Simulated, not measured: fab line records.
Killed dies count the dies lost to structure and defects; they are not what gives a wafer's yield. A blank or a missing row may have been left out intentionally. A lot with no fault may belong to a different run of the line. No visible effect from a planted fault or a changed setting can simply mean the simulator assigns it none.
fab line records / flow berkeley_cmos170
record lots=14 wafers=42 last_day=13
route steps=331 shown ACTIVE@73 FIELD@91 GATE@129
lots with no fault: from the same line, run without faults
start_h: hours from the record's first day to the start of the lot's first wafer shown / wait_h: hours elapsed since this lot's preceding step / " the same as in the row above / L1.1+2: one row covering several wafers at once / - no value, or no start given / * or withheld: withheld / < > ~ a bound
route shown NAME@n: a module of which the file shows steps, and the number in the route of the first / usual: mean/standard deviation of fault-free wafers / same: alike in all rows / chamber/n: place in a boat / sites: readings site by site / _std_site: how widely they spread, as a standard deviation / _edge_site: mean of outer sites minus mean of inner sites / radius_mm: how far each site lies from the wafer's centre / mask NAME#n: copy n / behind: the last tool/chamber to shape the wafer / hold: the reason the lot was held/the length of the hold in hours/how it ended / device: the n, p or np transistor that did not switch / end of line: the same wafers' tests at the end of the route / where a step has no rows: the recipe by itself / killed: dies lost to structure and defects at the first sort, not the wafer's yield / map: shows each die of a wafer: x if killed, . if not, _ if none is there
set.NAME: the setting as run; set.NAME@STEP: as run at that earlier step / model.NAME: the simulator's own value behind a step, which no gauge read
the route's steps for a sample of lots (tables are steps, rows are wafers)
services: when a tool's chamber went out of use (start_h, in hours from the record's first day, below 0 if earlier), for how many hours, and the reason
## steps
# step UCB170_ACTIVE_CD_MEAS_13
# recipe target_cd_nm=1200
# usual cd_nm=1200.0/1.6
lot.wafer=L750.1 tool=cd_sem-01 chamber=- start_h=84.77 wait_h=- cd_nm=1202.1
lot.wafer=L750.2 tool=cd_sem-01 chamber=- start_h=84.77 wait_h=- cd_nm=1200.2
lot.wafer=L750.6 tool=cd_sem-01 chamber=- start_h=84.77 wait_h=- cd_nm=1201.1
lot.wafer=L752.2 tool=cd_sem-02 chamber=- start_h=97.76 wait_h=- cd_nm=1198.8
lot.wafer=L752.3 tool=cd_sem-02 chamber=- start_h=97.76 wait_h=- cd_nm=1196.9
lot.wafer=L752.5 tool=cd_sem-02 chamber=- start_h=97.76 wait_h=- cd_nm=1197.1
lot.wafer=L753.3 tool=cd_sem-02 chamber=- start_h=107.87 wait_h=- cd_nm=1199.3
lot.wafer=L753.4 tool=cd_sem-02 chamber=- start_h=107.87 wait_h=- cd_nm=1199.1
lot.wafer=L753.5 tool=cd_sem-02 chamber=- start_h=107.87 wait_h=- cd_nm=1200.8
lot.wafer=L757.4 tool=cd_sem-02 chamber=- start_h=115.65 wait_h=- cd_nm=1201.1
lot.wafer=L757.5 tool=cd_sem-02 chamber=- start_h=115.65 wait_h=- cd_nm=1202.0
lot.wafer=L757.6 tool=cd_sem-02 chamber=- start_h=115.65 wait_h=- cd_nm=1201.0
lot.wafer=L759.2 tool=cd_sem-02 chamber=- start_h=126.29 wait_h=- cd_nm=1202.4
lot.wafer=L759.3 tool=cd_sem-02 chamber=- start_h=126.29 wait_h=- cd_nm=1201.7
lot.wafer=L759.4 tool=cd_sem-02 chamber=- start_h=126.29 wait_h=- cd_nm=1203.1
lot.wafer=L758.1 tool=cd_sem-01 chamber=- start_h=126.52 wait_h=- cd_nm=1202.4
lot.wafer=L758.4 tool=cd_sem-01 chamber=- start_h=126.52 wait_h=- cd_nm=1201.4
lot.wafer=L758.5 tool=cd_sem-01 chamber=- start_h=126.52 wait_h=- cd_nm=1202.1
lot.wafer=L760.3 tool=cd_sem-02 chamber=- start_h=126.73 wait_h=- cd_nm=1200.5
lot.wafer=L760.5 tool=cd_sem-02 chamber=- start_h=126.73 wait_h=- cd_nm=1199.5
lot.wafer=L760.6 tool=cd_sem-02 chamber=- start_h=126.73 wait_h=- cd_nm=1200.5
lot.wafer=L761.1 tool=cd_sem-01 chamber=- start_h=135.43 wait_h=- cd_nm=1200.7
lot.wafer=L761.4 tool=cd_sem-01 chamber=- start_h=135.43 wait_h=- cd_nm=1200.9
lot.wafer=L761.6 tool=cd_sem-01 chamber=- start_h=135.43 wait_h=- cd_nm=1199.9
lot.wafer=L764.1 tool=cd_sem-01 chamber=- start_h=152.71 wait_h=- cd_nm=1201.3
lot.wafer=L764.2 tool=cd_sem-01 chamber=- start_h=152.71 wait_h=- cd_nm=1202.1
lot.wafer=L764.4 tool=cd_sem-01 chamber=- start_h=152.71 wait_h=- cd_nm=1201.7
lot.wafer=L763.4 tool=cd_sem-01 chamber=- start_h=153.13 wait_h=- cd_nm=1198.8
lot.wafer=L763.5 tool=cd_sem-01 chamber=- start_h=153.13 wait_h=- cd_nm=1198.7
lot.wafer=L763.6 tool=cd_sem-01 chamber=- start_h=153.13 wait_h=- cd_nm=1199.1
lot.wafer=L770.2 tool=cd_sem-01 chamber=- start_h=206.19 wait_h=- cd_nm=1201.6
lot.wafer=L770.3 tool=cd_sem-01 chamber=- start_h=206.19 wait_h=- cd_nm=1202.2
lot.wafer=L770.5 tool=cd_sem-01 chamber=- start_h=206.19 wait_h=- cd_nm=1200.7
lot.wafer=L772.2 tool=cd_sem-01 chamber=- start_h=213.39 wait_h=- cd_nm=1201.1
lot.wafer=L772.5 tool=cd_sem-01 chamber=- start_h=213.39 wait_h=- cd_nm=1199.5
lot.wafer=L772.6 tool=cd_sem-01 chamber=- start_h=213.39 wait_h=- cd_nm=1198.6
lot.wafer=L771.2 tool=cd_sem-01 chamber=- start_h=213.63 wait_h=- cd_nm=1201.8
lot.wafer=L771.3 tool=cd_sem-01 chamber=- start_h=213.63 wait_h=- cd_nm=1201.0
lot.wafer=L771.6 tool=cd_sem-01 chamber=- start_h=213.63 wait_h=- cd_nm=1200.0
lot.wafer=L773.1 tool=cd_sem-01 chamber=- start_h=213.73 wait_h=- cd_nm=1201.5
lot.wafer=L773.4 tool=cd_sem-01 chamber=- start_h=213.73 wait_h=- cd_nm=1200.9
lot.wafer=L773.6 tool=cd_sem-01 chamber=- start_h=213.73 wait_h=- cd_nm=1202.3
# step UCB170_FIELD_THK_MEAS_02
# recipe reads=SiO2_of_FIELD_OXIDATION_01
# usual FIELD_OXIDE_THK=552/9.8
lot.wafer=L750.1 tool=film_metro-04 chamber=- start_h=92.37 wait_h=0.1 FIELD_OXIDE_THK[nm]=551
lot.wafer=L750.2 tool=film_metro-04 chamber=- start_h=92.37 wait_h=0.1 FIELD_OXIDE_THK[nm]=545
lot.wafer=L750.6 tool=film_metro-04 chamber=- start_h=92.37 wait_h=0.1 FIELD_OXIDE_THK[nm]=547
lot.wafer=L752.2 tool=film_metro-04 chamber=- start_h=106.94 wait_h=0.0 FIELD_OXIDE_THK[nm]=542
lot.wafer=L752.3 tool=film_metro-04 chamber=- start_h=106.94 wait_h=0.0 FIELD_OXIDE_THK[nm]=546
lot.wafer=L752.5 tool=film_metro-04 chamber=- start_h=106.94 wait_h=0.0 FIELD_OXIDE_THK[nm]=543
lot.wafer=L753.3 tool=film_metro-04 chamber=- start_h=118.21 wait_h=0.0 FIELD_OXIDE_THK[nm]=568
lot.wafer=L753.4 tool=film_metro-04 chamber=- start_h=118.21 wait_h=0.0 FIELD_OXIDE_THK[nm]=565
lot.wafer=L753.5 tool=film_metro-04 chamber=- start_h=118.21 wait_h=0.0 FIELD_OXIDE_THK[nm]=564
lot.wafer=L757.4 tool=film_metro-03 chamber=- start_h=124.48 wait_h=0.1 FIELD_OXIDE_THK[nm]=562
lot.wafer=L757.5 tool=film_metro-03 chamber=- start_h=124.48 wait_h=0.1 FIELD_OXIDE_THK[nm]=550
lot.wafer=L757.6 tool=film_metro-03 chamber=- start_h=124.48 wait_h=0.1 FIELD_OXIDE_THK[nm]=562
lot.wafer=L758.1 tool=film_metro-03 chamber=- start_h=132.25 wait_h=0.0 FIELD_OXIDE_THK[nm]=555
lot.wafer=L758.4 tool=film_metro-03 chamber=- start_h=132.25 wait_h=0.0 FIELD_OXIDE_THK[nm]=547
lot.wafer=L758.5 tool=film_metro-03 chamber=- start_h=132.25 wait_h=0.0 FIELD_OXIDE_THK[nm]=547
lot.wafer=L759.2 tool=film_metro-01 chamber=- start_h=132.26 wait_h=0.0 FIELD_OXIDE_THK[nm]=554
lot.wafer=L759.3 tool=film_metro-01 chamber=- start_h=132.26 wait_h=0.0 FIELD_OXIDE_THK[nm]=547
lot.wafer=L759.4 tool=film_metro-01 chamber=- start_h=132.26 wait_h=0.0 FIELD_OXIDE_THK[nm]=551
lot.wafer=L760.3 tool=film_metro-04 chamber=- start_h=132.33 wait_h=0.1 FIELD_OXIDE_THK[nm]=564
lot.wafer=L760.5 tool=film_metro-04 chamber=- start_h=132.33 wait_h=0.1 FIELD_OXIDE_THK[nm]=564
lot.wafer=L760.6 tool=film_metro-04 chamber=- start_h=132.33 wait_h=0.1 FIELD_OXIDE_THK[nm]=553
lot.wafer=L761.1 tool=film_metro-03 chamber=- start_h=148.43 wait_h=0.0 FIELD_OXIDE_THK[nm]=549
lot.wafer=L761.4 tool=film_metro-03 chamber=- start_h=148.43 wait_h=0.0 FIELD_OXIDE_THK[nm]=560
lot.wafer=L761.6 tool=film_metro-03 chamber=- start_h=148.43 wait_h=0.0 FIELD_OXIDE_THK[nm]=560
lot.wafer=L764.1 tool=film_metro-03 chamber=- start_h=165.28 wait_h=0.0 FIELD_OXIDE_THK[nm]=559
lot.wafer=L764.2 tool=film_metro-03 chamber=- start_h=165.28 wait_h=0.0 FIELD_OXIDE_THK[nm]=567
lot.wafer=L764.4 tool=film_metro-03 chamber=- start_h=165.28 wait_h=0.0 FIELD_OXIDE_THK[nm]=556
lot.wafer=L763.4 tool=film_metro-01 chamber=- start_h=165.31 wait_h=0.0 FIELD_OXIDE_THK[nm]=549
lot.wafer=L763.5 tool=film_metro-01 chamber=- start_h=165.31 wait_h=0.0 FIELD_OXIDE_THK[nm]=546
lot.wafer=L763.6 tool=film_metro-01 chamber=- start_h=165.31 wait_h=0.0 FIELD_OXIDE_THK[nm]=551
lot.wafer=L770.2 tool=film_metro-01 chamber=- start_h=215.71 wait_h=0.0 FIELD_OXIDE_THK[nm]=537
lot.wafer=L770.3 tool=film_metro-01 chamber=- start_h=215.71 wait_h=0.0 FIELD_OXIDE_THK[nm]=541
lot.wafer=L770.5 tool=film_metro-01 chamber=- start_h=215.71 wait_h=0.0 FIELD_OXIDE_THK[nm]=546
lot.wafer=L773.1 tool=film_metro-03 chamber=- start_h=226.65 wait_h=0.0 FIELD_OXIDE_THK[nm]=568
lot.wafer=L773.4 tool=film_metro-03 chamber=- start_h=226.65 wait_h=0.0 FIELD_OXIDE_THK[nm]=548
lot.wafer=L773.6 tool=film_metro-03 chamber=- start_h=226.65 wait_h=0.0 FIELD_OXIDE_THK[nm]=543
lot.wafer=L771.2 tool=film_metro-04 chamber=- start_h=226.66 wait_h=0.0 FIELD_OXIDE_THK[nm]=539
lot.wafer=L771.3 tool=film_metro-04 chamber=- start_h=226.66 wait_h=0.0 FIELD_OXIDE_THK[nm]=533
lot.wafer=L771.6 tool=film_metro-04 chamber=- start_h=226.66 wait_h=0.0 FIELD_OXIDE_THK[nm]=535
lot.wafer=L772.2 tool=film_metro-04 chamber=- start_h=226.72 wait_h=0.1 FIELD_OXIDE_THK[nm]=536
lot.wafer=L772.5 tool=film_metro-04 chamber=- start_h=226.72 wait_h=0.1 FIELD_OXIDE_THK[nm]=534
lot.wafer=L772.6 tool=film_metro-04 chamber=- start_h=226.72 wait_h=0.1 FIELD_OXIDE_THK[nm]=535
# step UCB170_GATE_ANNEAL_03
# recipe temp_c=900 time_s=1800 ambient=N2
# usual spike_tc_centre_C=901.2/1.1 spike_tc_load_C=921.8/2
lot.wafer=L750.1 tool=furnace-02 chamber=0 start_h=132.25 wait_h=4.9 spike_tc_centre_C=900.9 spike_tc_load_C=923.0
lot.wafer=L750.2 tool=furnace-02 chamber=0 start_h=132.25 wait_h=4.9 spike_tc_centre_C=902.2 spike_tc_load_C=922.8
lot.wafer=L750.6 tool=furnace-02 chamber=0 start_h=132.25 wait_h=4.9 spike_tc_centre_C=899.9 spike_tc_load_C=922.3
lot.wafer=L752.2 tool=furnace-01 chamber=0 start_h=150.93 wait_h=5.7 spike_tc_centre_C=902.1 spike_tc_load_C=924.7
lot.wafer=L752.3 tool=furnace-01 chamber=0 start_h=150.93 wait_h=5.7 spike_tc_centre_C=901.8 spike_tc_load_C=921.7
lot.wafer=L752.5 tool=furnace-01 chamber=0 start_h=150.93 wait_h=5.7 spike_tc_centre_C=902.2 spike_tc_load_C=922.7
lot.wafer=L753.3 tool=furnace-01 chamber=0 start_h=159.44 wait_h=5.5 spike_tc_centre_C=902.9 spike_tc_load_C=921.7
lot.wafer=L753.4 tool=furnace-01 chamber=0 start_h=159.44 wait_h=5.5 spike_tc_centre_C=902.5 spike_tc_load_C=922.0
lot.wafer=L753.5 tool=furnace-01 chamber=0 start_h=159.44 wait_h=5.5 spike_tc_centre_C=902.2 spike_tc_load_C=923.6
lot.wafer=L757.4 tool=furnace-02 chamber=0 start_h=168.08 wait_h=4.2 spike_tc_centre_C=901.2 spike_tc_load_C=924.8
lot.wafer=L757.5 tool=furnace-02 chamber=0 start_h=168.08 wait_h=4.2 spike_tc_centre_C=900.2 spike_tc_load_C=924.7
lot.wafer=L757.6 tool=furnace-02 chamber=0 start_h=168.08 wait_h=4.2 spike_tc_centre_C=901.6 spike_tc_load_C=923.5
lot.wafer=L758.1 tool=furnace-04 chamber=0 start_h=176.23 wait_h=5.1 spike_tc_centre_C=900.7 spike_tc_load_C=918.2
lot.wafer=L758.4 tool=furnace-04 chamber=0 start_h=176.23 wait_h=5.1 spike_tc_centre_C=900.6 spike_tc_load_C=919.5
lot.wafer=L758.5 tool=furnace-04 chamber=0 start_h=176.23 wait_h=5.1 spike_tc_centre_C=900.2 spike_tc_load_C=919.3
lot.wafer=L759.2 tool=furnace-04 chamber=0 start_h=176.23 wait_h=5.1 spike_tc_centre_C=899.8 spike_tc_load_C=919.1
lot.wafer=L759.3 tool=furnace-04 chamber=0 start_h=176.23 wait_h=5.1 spike_tc_centre_C=901.7 spike_tc_load_C=918.9
lot.wafer=L759.4 tool=furnace-04 chamber=0 start_h=176.23 wait_h=5.1 spike_tc_centre_C=901.0 spike_tc_load_C=918.8
lot.wafer=L760.3 tool=furnace-04 chamber=0 start_h=176.23 wait_h=5.1 spike_tc_centre_C=899.6 spike_tc_load_C=920.3
lot.wafer=L760.5 tool=furnace-04 chamber=0 start_h=176.23 wait_h=5.1 spike_tc_centre_C=902.5 spike_tc_load_C=917.7
lot.wafer=L760.6 tool=furnace-04 chamber=0 start_h=176.23 wait_h=5.1 spike_tc_centre_C=900.2 spike_tc_load_C=918.8
lot.wafer=L761.1 tool=furnace-04 chamber=0 start_h=193.41 wait_h=7.3 spike_tc_centre_C=901.2 spike_tc_load_C=918.3
lot.wafer=L761.4 tool=furnace-04 chamber=0 start_h=193.41 wait_h=7.3 spike_tc_centre_C=900.6 spike_tc_load_C=918.6
lot.wafer=L761.6 tool=furnace-04 chamber=0 start_h=193.41 wait_h=7.3 spike_tc_centre_C=901.3 spike_tc_load_C=918.1
lot.wafer=L763.4 tool=furnace-01 chamber=- start_h=215.95 wait_h=4.2 spike_tc_centre_C=- spike_tc_load_C=-
lot.wafer=L763.5 tool=furnace-01 chamber=- start_h=215.95 wait_h=4.2 spike_tc_centre_C=- spike_tc_load_C=-
lot.wafer=L763.6 tool=furnace-01 chamber=- start_h=215.95 wait_h=4.2 spike_tc_centre_C=- spike_tc_load_C=-
lot.wafer=L764.1 tool=furnace-01 chamber=- start_h=215.95 wait_h=4.2 spike_tc_centre_C=- spike_tc_load_C=-
lot.wafer=L764.2 tool=furnace-01 chamber=- start_h=215.95 wait_h=4.2 spike_tc_centre_C=- spike_tc_load_C=-
lot.wafer=L764.4 tool=furnace-01 chamber=- start_h=215.95 wait_h=4.2 spike_tc_centre_C=- spike_tc_load_C=-
lot.wafer=L770.2 tool=furnace-02 chamber=0 start_h=255.42 wait_h=2.8 spike_tc_centre_C=903.5 spike_tc_load_C=923.7
lot.wafer=L770.3 tool=furnace-02 chamber=0 start_h=255.42 wait_h=2.8 spike_tc_centre_C=903.0 spike_tc_load_C=922.8
lot.wafer=L770.5 tool=furnace-02 chamber=0 start_h=255.42 wait_h=2.8 spike_tc_centre_C=902.5 spike_tc_load_C=922.6
lot.wafer=L771.2 tool=furnace-01 chamber=0 start_h=264.20 wait_h=4.0 spike_tc_centre_C=900.9 spike_tc_load_C=922.1
lot.wafer=L771.3 tool=furnace-01 chamber=0 start_h=264.20 wait_h=4.0 spike_tc_centre_C=903.0 spike_tc_load_C=923.9
lot.wafer=L771.6 tool=furnace-01 chamber=0 start_h=264.20 wait_h=4.0 spike_tc_centre_C=900.4 spike_tc_load_C=922.5
lot.wafer=L772.2 tool=furnace-01 chamber=0 start_h=264.20 wait_h=4.0 spike_tc_centre_C=902.4 spike_tc_load_C=923.0
lot.wafer=L772.5 tool=furnace-01 chamber=0 start_h=264.20 wait_h=4.0 spike_tc_centre_C=899.6 spike_tc_load_C=921.4
lot.wafer=L772.6 tool=furnace-01 chamber=0 start_h=264.20 wait_h=4.0 spike_tc_centre_C=902.7 spike_tc_load_C=921.8
lot.wafer=L773.1 tool=furnace-01 chamber=0 start_h=264.20 wait_h=4.1 spike_tc_centre_C=902.4 spike_tc_load_C=923.9
lot.wafer=L773.4 tool=furnace-01 chamber=0 start_h=264.20 wait_h=4.1 spike_tc_centre_C=900.2 spike_tc_load_C=922.5
lot.wafer=L773.6 tool=furnace-01 chamber=0 start_h=264.20 wait_h=4.1 spike_tc_centre_C=902.8 spike_tc_load_C=921.7
# step UCB170_GATE_ETCH_14
# recipe chemistry=N2/H2 target_depth_a=withheld overetch_a=withheld target=BARC time_s=withheld source_w=500 bias_w=100 pressure_mtorr=30 n2_flow_sccm=100 h2_flow_sccm=200
# usual drypump_motor_current_A=5.6/0.59 oes_product_au=0.998/0.017 throttle_valve_pct=13.24/0.19
lot.wafer=L750.1 tool=rie_diel-02 chamber=2 start_h=136.66 wait_h=0.0 drypump_motor_current_A=6.8 oes_product_au=0.972 throttle_valve_pct=13.33
lot.wafer=L750.2 tool=rie_diel-02 chamber=3 start_h=136.66 wait_h=0.0 drypump_motor_current_A=6.2 oes_product_au=0.974 throttle_valve_pct=13.28
lot.wafer=L750.6 tool=rie_diel-02 chamber=1 start_h=136.66 wait_h=0.0 drypump_motor_current_A=5.1 oes_product_au=0.997 throttle_valve_pct=13.29
lot.wafer=L752.2 tool=rie_diel-01 chamber=2 start_h=156.01 wait_h=0.0 drypump_motor_current_A=5.8 oes_product_au=0.982 throttle_valve_pct=13.17
lot.wafer=L752.3 tool=rie_diel-01 chamber=1 start_h=156.01 wait_h=0.0 drypump_motor_current_A=5.3 oes_product_au=0.968 throttle_valve_pct=13.38
lot.wafer=L752.5 tool=rie_diel-01 chamber=0 start_h=156.01 wait_h=0.0 drypump_motor_current_A=5.3 oes_product_au=1.006 throttle_valve_pct=13.45
lot.wafer=L753.3 tool=rie_diel-03 chamber=3 start_h=166.27 wait_h=0.0 drypump_motor_current_A=6.0 oes_product_au=0.994 throttle_valve_pct=12.94
lot.wafer=L753.4 tool=rie_diel-03 chamber=2 start_h=166.27 wait_h=0.0 drypump_motor_current_A=6.0 oes_product_au=1.001 throttle_valve_pct=13.19
lot.wafer=L753.5 tool=rie_diel-03 chamber=2 start_h=166.27 wait_h=0.0 drypump_motor_current_A=6.1 oes_product_au=0.992 throttle_valve_pct=13.20
lot.wafer=L757.4 tool=rie_diel-03 chamber=2 start_h=172.18 wait_h=0.0 drypump_motor_current_A=6.0 oes_product_au=0.995 throttle_valve_pct=13.21
lot.wafer=L757.5 tool=rie_diel-03 chamber=2 start_h=172.18 wait_h=0.0 drypump_motor_current_A=6.1 oes_product_au=1.000 throttle_valve_pct=13.22
lot.wafer=L757.6 tool=rie_diel-03 chamber=1 start_h=172.18 wait_h=0.0 drypump_motor_current_A=4.7 oes_product_au=1.030 throttle_valve_pct=12.87
lot.wafer=L760.3 tool=rie_diel-01 chamber=0 start_h=180.22 wait_h=0.0 drypump_motor_current_A=5.3 oes_product_au=1.015 throttle_valve_pct=13.49
lot.wafer=L760.5 tool=rie_diel-01 chamber=3 start_h=180.22 wait_h=0.0 drypump_motor_current_A=5.1 oes_product_au=0.990 throttle_valve_pct=13.27
lot.wafer=L760.6 tool=rie_diel-01 chamber=2 start_h=180.22 wait_h=0.0 drypump_motor_current_A=5.8 oes_product_au=0.990 throttle_valve_pct=13.17
lot.wafer=L759.2 tool=rie_diel-03 chamber=0 start_h=180.86 wait_h=0.0 drypump_motor_current_A=5.0 oes_product_au=1.019 throttle_valve_pct=13.43
lot.wafer=L759.3 tool=rie_diel-03 chamber=2 start_h=180.86 wait_h=0.0 drypump_motor_current_A=6.1 oes_product_au=0.995 throttle_valve_pct=13.22
lot.wafer=L759.4 tool=rie_diel-03 chamber=3 start_h=180.86 wait_h=0.0 drypump_motor_current_A=6.0 oes_product_au=0.974 throttle_valve_pct=12.97
lot.wafer=L758.1 tool=rie_diel-02 chamber=2 start_h=181.34 wait_h=0.0 drypump_motor_current_A=6.7 oes_product_au=0.985 throttle_valve_pct=13.32
lot.wafer=L758.4 tool=rie_diel-02 chamber=3 start_h=181.34 wait_h=0.0 drypump_motor_current_A=6.2 oes_product_au=0.987 throttle_valve_pct=13.28
lot.wafer=L758.5 tool=rie_diel-02 chamber=3 start_h=181.34 wait_h=0.0 drypump_motor_current_A=6.2 oes_product_au=0.991 throttle_valve_pct=13.29
lot.wafer=L761.1 tool=rie_diel-01 chamber=0 start_h=198.69 wait_h=0.0 drypump_motor_current_A=5.3 oes_product_au=1.014 throttle_valve_pct=13.48
lot.wafer=L761.4 tool=rie_diel-01 chamber=3 start_h=198.69 wait_h=0.0 drypump_motor_current_A=5.2 oes_product_au=0.996 throttle_valve_pct=13.28
lot.wafer=L761.6 tool=rie_diel-01 chamber=2 start_h=198.69 wait_h=0.0 drypump_motor_current_A=5.8 oes_product_au=0.975 throttle_valve_pct=13.15
lot.wafer=L763.4 tool=rie_diel-01 chamber=0 start_h=220.07 wait_h=0.0 drypump_motor_current_A=5.3 oes_product_au=1.014 throttle_valve_pct=13.45
lot.wafer=L763.5 tool=rie_diel-01 chamber=1 start_h=220.07 wait_h=0.0 drypump_motor_current_A=5.3 oes_product_au=1.016 throttle_valve_pct=13.35
lot.wafer=L763.6 tool=rie_diel-01 chamber=2 start_h=220.07 wait_h=0.0 drypump_motor_current_A=5.8 oes_product_au=0.993 throttle_valve_pct=13.17
lot.wafer=L764.1 tool=rie_diel-02 chamber=2 start_h=220.40 wait_h=0.0 drypump_motor_current_A=6.7 oes_product_au=0.987 throttle_valve_pct=13.36
lot.wafer=L764.2 tool=rie_diel-02 chamber=0 start_h=220.40 wait_h=0.0 drypump_motor_current_A=5.3 oes_product_au=0.986 throttle_valve_pct=13.44
lot.wafer=L764.4 tool=rie_diel-02 chamber=3 start_h=220.40 wait_h=0.0 drypump_motor_current_A=6.2 oes_product_au=0.982 throttle_valve_pct=13.29
lot.wafer=L770.2 tool=rie_diel-03 chamber=3 start_h=259.50 wait_h=0.0 drypump_motor_current_A=6.0 oes_product_au=0.992 throttle_valve_pct=12.95
lot.wafer=L770.3 tool=rie_diel-03 chamber=2 start_h=259.50 wait_h=0.0 drypump_motor_current_A=6.1 oes_product_au=1.005 throttle_valve_pct=13.22
lot.wafer=L770.5 tool=rie_diel-03 chamber=3 start_h=259.50 wait_h=0.0 drypump_motor_current_A=6.0 oes_product_au=0.994 throttle_valve_pct=12.96
lot.wafer=L773.1 tool=rie_diel-03 chamber=3 start_h=269.62 wait_h=0.0 drypump_motor_current_A=6.0 oes_product_au=0.989 throttle_valve_pct=12.97
lot.wafer=L773.4 tool=rie_diel-03 chamber=2 start_h=269.62 wait_h=0.0 drypump_motor_current_A=6.0 oes_product_au=1.007 throttle_valve_pct=13.21
lot.wafer=L773.6 tool=rie_diel-03 chamber=2 start_h=269.62 wait_h=0.0 drypump_motor_current_A=6.1 oes_product_au=1.000 throttle_valve_pct=13.19
lot.wafer=L772.2 tool=rie_diel-03 chamber=1 start_h=270.10 wait_h=0.0 drypump_motor_current_A=4.7 oes_product_au=1.018 throttle_valve_pct=12.85
lot.wafer=L772.5 tool=rie_diel-03 chamber=2 start_h=270.10 wait_h=0.0 drypump_motor_current_A=6.1 oes_product_au=1.009 throttle_valve_pct=13.21
lot.wafer=L772.6 tool=rie_diel-03 chamber=3 start_h=270.10 wait_h=0.0 drypump_motor_current_A=6.0 oes_product_au=0.986 throttle_valve_pct=12.98
lot.wafer=L771.2 tool=rie_diel-02 chamber=1 start_h=270.22 wait_h=0.0 drypump_motor_current_A=5.1 oes_product_au=0.992 throttle_valve_pct=13.28
lot.wafer=L771.3 tool=rie_diel-02 chamber=0 start_h=270.22 wait_h=0.0 drypump_motor_current_A=5.3 oes_product_au=0.986 throttle_valve_pct=13.45
lot.wafer=L771.6 tool=rie_diel-02 chamber=1 start_h=270.22 wait_h=0.0 drypump_motor_current_A=5.1 oes_product_au=0.988 throttle_valve_pct=13.30
## services
tool=rie_diel-03 chamber=0 start_h=117.76 hours=- kind=clean
tool=rie_diel-03 chamber=0 start_h=117.76 hours=30.8 kind=scheduled_down
tool=rie_diel-03 chamber=0 start_h=117.76 hours=30.8 kind=vent_cycle
tool=rie_diel-01 chamber=2 start_h=121.89 hours=- kind=clean
tool=rie_diel-01 chamber=2 start_h=121.89 hours=22.1 kind=scheduled_down
tool=rie_diel-01 chamber=2 start_h=121.89 hours=22.1 kind=vent_cycle
tool=furnace-04 chamber=- start_h=141.86 hours=2.8 kind=pm
tool=furnace-01 chamber=- start_h=153.93 hours=2.9 kind=pm
tool=rie_diel-01 chamber=3 start_h=166.99 hours=8.8 kind=repair
tool=rie_diel-01 chamber=1 start_h=175.02 hours=2.9 kind=repair
tool=rie_diel-01 chamber=1 start_h=177.91 hours=- kind=clean
tool=rie_diel-01 chamber=1 start_h=177.91 hours=16.8 kind=scheduled_down
tool=rie_diel-01 chamber=1 start_h=177.91 hours=16.8 kind=vent_cycle
tool=furnace-01 chamber=- start_h=182.46 hours=3.1 kind=pm
tool=furnace-01 chamber=- start_h=183.85 hours=17.9 kind=repair
tool=rie_diel-01 chamber=0 start_h=200.05 hours=4.5 kind=repair
tool=furnace-04 chamber=- start_h=202.26 hours=3.3 kind=pm
tool=furnace-02 chamber=- start_h=218.28 hours=4.6 kind=pm
tool=rie_diel-03 chamber=3 start_h=219.22 hours=10.5 kind=repair
tool=rie_diel-02 chamber=2 start_h=228.24 hours=13.7 kind=repair
tool=rie_diel-01 chamber=1 start_h=246.73 hours=2.6 kind=repair
tool=rie_diel-01 chamber=- start_h=256.80 hours=0.5 kind=repair
## key
first_sign step=UCB170_GATE_ANNEAL_03 reading=tool_record direction=missing
effect none on later readings
met_at UCB170_GATE_ANNEAL_03
struck_lots L763,L764
later_rows_left_out L763.4,L763.5,L763.6,L764.1,L764.2,L764.4
sort_left_out L763.4,L763.5,L763.6,L764.1,L764.2,L764.4
tester_left_out L763,L764
not_acting_at UCB170_ACTIVE_CD_MEAS_13,UCB170_FIELD_THK_MEAS_02,UCB170_GATE_ETCH_14
onset_between 159.44 215.95
fault kind=skipped_step_whole tool=furnace-01 chamber=- onset_h=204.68 steps=UCB170_GATE_ANNEAL_03 scope=struck_lots_only
# tester_left_out: of these lots the tester's yield and bins aren't shown, on N5 and GAA mostly nor the transistor test; their killed dies are dies lost to structure and defects alone, not to doping, threshold or leakage, so they don't give the yield
# sort_left_out: the simulated sort isn't trusted on such a fault, so these wafers' sort isn't shown, and their yield isn't known
# later_rows_left_out: the simulator's readings of these wafers behind a module that went badly wrong aren't trusted and aren't shown, but for the sort
